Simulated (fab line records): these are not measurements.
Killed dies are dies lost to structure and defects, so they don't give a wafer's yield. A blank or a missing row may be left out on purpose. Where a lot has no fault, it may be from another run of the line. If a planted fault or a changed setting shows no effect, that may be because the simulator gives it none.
What tool caused it? | flow berkeley cmos170 | 24 lots with 72 wafers sampled at 5 steps, on a route of 331 steps

## WHAT EACH GAUGE READ, for each wafer
UCB170_START_BOW_MEAS_00.
lot  | measured    | on            | INCOMING_BOW (um)
L074 | day 1 10:01 | film metro-02 | 9 -5 -3
L075 | day 1 15:00 | film metro-03 | 4 -2 7
L076 | day 1 20:01 | film metro-03 | -7 4 -6
L077 | day 2 01:04 | film metro-01 | 5 3 5
L078 | day 2 06:00 | film metro-02 | -3 -9 -4
L079 | day 2 11:01 | film metro-01 | 5 -8 4
L080 | day 2 16:01 | film metro-03 | 12 -6 4
L081 | day 2 21:01 | film metro-01 | -3 0 15
L082 | day 3 02:00 | film metro-02 | 8 -10 2
L083 | day 3 07:01 | film metro-03 | -2 1 -3
L084 | day 3 12:00 | film metro-01 | 0 2 -4
L085 | day 3 17:02 | film metro-02 | 1 0 -2
L086 | day 3 22:01 | film metro-02 | 2 0 4
L087 | day 4 03:01 | film metro-02 | 2 -5 -14
L088 | day 4 08:01 | film metro-02 | 11 -2 18
L089 | day 4 13:02 | film metro-03 | -1 4 8
L090 | day 4 18:00 | film metro-03 | -1 4 -5
L091 | day 4 23:01 | film metro-01 | 3 3 -2
L092 | day 5 04:02 | film metro-01 | -4 -3 8
L093 | day 5 09:01 | film metro-02 | -1 1 -6
L094 | day 5 14:00 | film metro-02 | 7 3 -1
L095 | day 5 19:01 | film metro-03 | 1 2 1
L096 | day 6 00:01 | film metro-03 | 14 -14 9
L097 | day 6 05:00 | film metro-03 | -2 5 -6

UCB170_NWELL_TW_MEAS_16.
lot  | measured    | on            | NWELL_TW
L074 | day 2 11:59 | film metro-04 | 1243 1242 1247
L075 | day 2 20:01 | film metro-01 | 1248 1246 1245
L076 | day 2 20:11 | film metro-04 | 1243 1240 1249
L077 | day 3 05:48 | film metro-01 | 1245 1240 1241
L078 | day 3 09:48 | film metro-01 | 1247 1249 1249
L079 | day 3 10:05 | film metro-03 | 1253 1257 1258
L080 | day 3 22:53 | film metro-04 | 1252 1250 1254
L081 | day 4 04:16 | film metro-04 | 1256 1258 1258
L082 | day 4 04:25 | film metro-01 | 1242 1243 1245
L083 | day 4 04:37 | film metro-04 | 1258 1256 1252
L084 | day 4 12:31 | film metro-04 | 1262 1254 1260
L085 | day 4 12:40 | film metro-03 | 1257 1260 1270
L086 | day 4 20:07 | film metro-04 | 1261 1256 1249
L087 | day 5 09:43 | film metro-01 | 1237 1249 1238
L088 | day 5 09:59 | film metro-04 | 1245 1250 1243
L089 | day 5 20:34 | film metro-01 | 1244 1243 1243
L090 | day 5 20:51 | film metro-01 | 1249 1236 1241
L091 | day 5 20:37 | film metro-01 | 1248 1244 1242
L092 | day 6 07:29 | film metro-01 | 1248 1248 1241
L093 | day 6 08:03 | film metro-03 | 1252 1253 1257
L094 | day 6 10:29 | film metro-03 | 1255 1257 1250
L095 | day 6 10:38 | film metro-01 | 1247 1242 1246
L096 | day 6 19:08 | film metro-01 | 1241 1245 1237
L097 | day 7 01:47 | film metro-01 | 1250 1252 1256

UCB170_ACTIVE_CD_MEAS_13: target cd 1200 nm.
lot  | measured    | on        | cd nm (nm)
L074 | day 4 14:18 | cd sem-01 | 1202.8 1203.2 1203.7
L075 | day 5 00:55 | cd sem-01 | 1202.3 1202.2 1201.1
L076 | day 5 01:11 | cd sem-02 | 1200.5 1200.4 1200.7
L077 | day 5 11:07 | cd sem-01 | 1201.2 1201.6 1201.2
L078 | day 5 22:42 | cd sem-01 | 1199.5 1201.1 1199.7
L079 | day 5 22:52 | cd sem-01 | 1198.9 1198.7 1198.7
L080 | day 6 04:28 | cd sem-02 | 1202.0 1202.0 1202.1
L081 | day 6 04:53 | cd sem-01 | 1200.5 1201.4 1201.6
L082 | day 6 03:43 | cd sem-01 | 1197.6 1198.8 1200.5
L083 | day 6 04:02 | cd sem-02 | 1198.2 1199.3 1200.1
L084 | day 6 16:59 | cd sem-01 | 1199.3 1200.7 1200.9
L085 | day 6 17:20 | cd sem-01 | 1200.8 1200.8 1201.5
L086 | day 6 17:16 | cd sem-02 | 1200.5 1201.2 1200.1
L087 | day 7 10:54 | cd sem-02 | 1201.4 1201.2 1201.8
L088 | day 7 10:05 | cd sem-02 | 1201.1 1199.5 1199.5
L089 | day 7 11:12 | cd sem-01 | 1197.6 1198.2 1197.0
L090 | day 7 10:20 | cd sem-01 | 1197.6 1197.2 1198.1
L091 | day 7 10:38 | cd sem-02 | 1200.2 1200.9 1201.1
L092 | day 7 23:52 | cd sem-02 | 1198.3 1199.4 1199.7
L093 | day 8 05:17 | cd sem-02 | 1199.8 1200.4 1199.1
L094 | day 8 05:28 | cd sem-02 | 1199.4 1198.5 1198.7
L095 | day 8 05:34 | cd sem-01 | 1199.1 1198.8 1197.9
L096 | day 8 14:49 | cd sem-01 | 1198.6 1199.1 1201.3
L097 | day 8 19:34 | cd sem-01 | 1200.3 1201.4 1199.6

UCB170_PVT_TW_MEAS_09.
lot  | measured     | on            | PVT_TW
L074 | day 6 13:19  | film metro-03 | 508.0 507.7 508.3
L075 | day 6 13:44  | film metro-03 | 505.5 508.7 506.7
L076 | day 6 18:40  | film metro-03 | 507.1 508.5 507.8
L077 | day 6 18:34  | film metro-02 | 501.5 502.5 503.4
L078 | day 7 03:52  | film metro-02 | 504.6 504.3 503.8
L079 | day 7 03:43  | film metro-02 | 505.2 503.7 501.0
L080 | day 7 09:05  | film metro-02 | 503.9 503.2 501.9
L081 | day 7 10:05  | film metro-02 | 506.8 504.3 505.9
L082 | day 7 09:20  | film metro-02 | 504.4 501.9 505.1
L083 | day 7 09:37  | film metro-03 | 506.4 505.8 507.8
L084 | day 7 22:03  | film metro-03 | 506.1 506.1 506.8
L085 | day 7 21:47  | film metro-02 | 504.0 505.2 503.3
L086 | day 7 21:52  | film metro-04 | 506.7 510.0 510.8
L087 | day 8 21:34  | film metro-02 | 504.8 508.1 505.1
L088 | day 8 19:23  | film metro-02 | 507.9 505.4 504.1
L089 | day 8 21:29  | film metro-03 | 507.4 507.3 510.1
L090 | day 8 21:50  | film metro-04 | 507.1 506.9 507.0
L091 | day 8 19:40  | film metro-04 | 509.1 507.6 506.9
L092 | day 9 13:22  | film metro-04 | 508.3 509.4 504.4
L093 | day 9 18:17  | film metro-04 | 507.4 509.8 507.7
L094 | day 9 17:55  | film metro-03 | 506.7 506.9 509.8
L095 | day 9 18:03  | film metro-04 | 506.3 508.8 507.6
L096 | day 10 02:42 | film metro-04 | 510.2 509.1 508.5
L097 | day 10 10:41 | film metro-02 | 497.7 497.4 498.5

## TOOL THAT RAN EACH LOT (tool first, then ch and the chambers of the sampled wafers, then the start)
lot  | UCB170_NWELL_ETCH_13
L074 | rie diel-03 ch 1,2,3, day 2 11:38
L075 | rie diel-02 ch 1,2, day 2 19:40
L076 | rie diel-03 ch 1,2,3, day 2 19:49
L077 | rie diel-02 ch 1,2, day 3 05:25
L078 | rie diel-02 ch 0,3, day 3 09:26
L079 | rie diel-03 ch 0,2,3, day 3 09:43
L080 | rie diel-02 ch 1,2, day 3 22:31
L081 | rie diel-02 ch 0,1, day 4 03:54
L082 | rie diel-03 ch 0,2,3, day 4 04:04
L083 | rie diel-04 ch 1,2,3, day 4 04:16
L084 | rie diel-04 ch 0,1,3, day 4 12:10
L085 | rie diel-02 ch 0,1, day 4 12:17
L086 | rie diel-04 ch 0,1,3, day 4 19:46
L087 | rie diel-02 ch 0,1,3, day 5 09:21
L088 | rie diel-03 ch 0,2,3, day 5 09:37
L089 | rie diel-02 ch 0,1,3, day 5 20:08
L090 | rie diel-04 ch 1,2, day 5 20:24
L091 | rie diel-03 ch 0,2,3, day 5 20:15
L092 | rie diel-04 ch 0,1, day 6 07:06
L093 | rie diel-02 ch 0,3, day 6 07:37
L094 | rie diel-04 ch 0,2, day 6 10:07
L095 | rie diel-02 ch 0,3, day 6 10:13
L096 | rie diel-03 ch 2,3, day 6 18:47
L097 | rie diel-03 ch 0,2,3, day 7 01:26
- UCB170_NWELL_ETCH_13: etches Si3N4 in CH3F/Ar/O2, stops on SiO2, target depth 246.4 nm, time 154 s.

## AS READ BY THE TOOLS THEMSELVES (means over the sampled wafers that have a number; for cases with no such wafer, the mark the record gives instead)
UCB170_NWELL_ETCH_13.
lot  | tool        | chamber pressure mTorr (mTorr) | drypump motor current A (A) | oes product au (a.u.) | rf fwd power W (W) | throttle valve pct (%)
L074 | rie diel-03 | 50.00                          | 5.51                        | 0.944                 | 445.8              | 8.11
L075 | rie diel-02 | 49.99                          | 5.67                        | 0.949                 | 448.0              | 8.24
L076 | rie diel-03 | 50.00                          | 5.52                        | 0.941                 | 447.1              | 8.10
L077 | rie diel-02 | 49.97                          | 5.67                        | 0.956                 | 447.2              | 8.24
L078 | rie diel-02 | 50.00                          | 5.91                        | 0.918                 | 447.8              | 8.05
L079 | rie diel-03 | 50.02                          | 5.71                        | 0.931                 | 449.5              | 8.15
L080 | rie diel-02 | 49.98                          | 5.69                        | 0.946                 | 447.7              | 8.24
L081 | rie diel-02 | 49.98                          | 5.54                        | 0.915                 | 446.4              | 8.22
L082 | rie diel-03 | 50.07                          | 5.71                        | 0.918                 | 446.1              | 8.17
L083 | rie diel-04 | 49.99                          | 5.94                        | 0.929                 | 447.9              | 7.95
L084 | rie diel-04 | 50.02                          | 5.87                        | 0.928                 | 448.2              | 7.94
L085 | rie diel-02 | 50.01                          | 5.58                        | 0.931                 | 447.8              | 8.21
L086 | rie diel-04 | 50.04                          | 5.88                        | 0.923                 | 448.9              | 7.94
L087 | rie diel-02 | 50.01                          | 5.74                        | 0.936                 | 448.1              | 8.13
L088 | rie diel-03 | 50.06                          | 5.72                        | 0.923                 | 447.6              | 8.16
L089 | rie diel-02 | 49.95                          | 5.72                        | 0.936                 | 448.4              | 8.13
L090 | rie diel-04 | 50.03                          | 5.77                        | 0.943                 | 448.6              | 8.06
L091 | rie diel-03 | 50.04                          | 5.72                        | 0.923                 | 448.0              | 8.16
L092 | rie diel-04 | 49.99                          | 5.63                        | 0.947                 | 448.8              | 7.98
L093 | rie diel-02 | 50.00                          | 5.72                        | 0.926                 | 446.5              | 8.15
L094 | rie diel-04 | 49.96                          | 5.75                        | 0.940                 | 447.6              | 8.11
L095 | rie diel-02 | 49.93                          | 5.73                        | 0.933                 | 447.2              | 8.15
L096 | rie diel-03 | 50.01                          | 5.47                        | 0.923                 | 449.5              | 8.21
L097 | rie diel-03 | 50.01                          | 5.72                        | 0.940                 | 446.9              | 8.17

## THE ANSWER, worked out from the rows above alone
Rule: usual is defined by the lots themselves. Put in order of their means at a reading, lots are off if they are a third of the lots or fewer, leave a main group of 4 or more, and stand apart from it by a gap of 3 or more times the standard deviation of the main group's means; of several such gaps the widest counts. A main group whose means are all the same, to the digits that the tables above print for the reading, isn't used. A lot without any number at a reading at which 4 lots or more have one is off too. The other lots that the step has rows for count as sound. After the gauges, taken in route order, come the tools' own readings; for these a lot's mean is taken, as printed above. The first step at which some lot is off is used, and at that step the reading that is off furthest; a lot without a number counts as furthest.
No lot is off at any reading shown: from this, nothing can be told.

## WHAT THE SIMULATOR PUT IN
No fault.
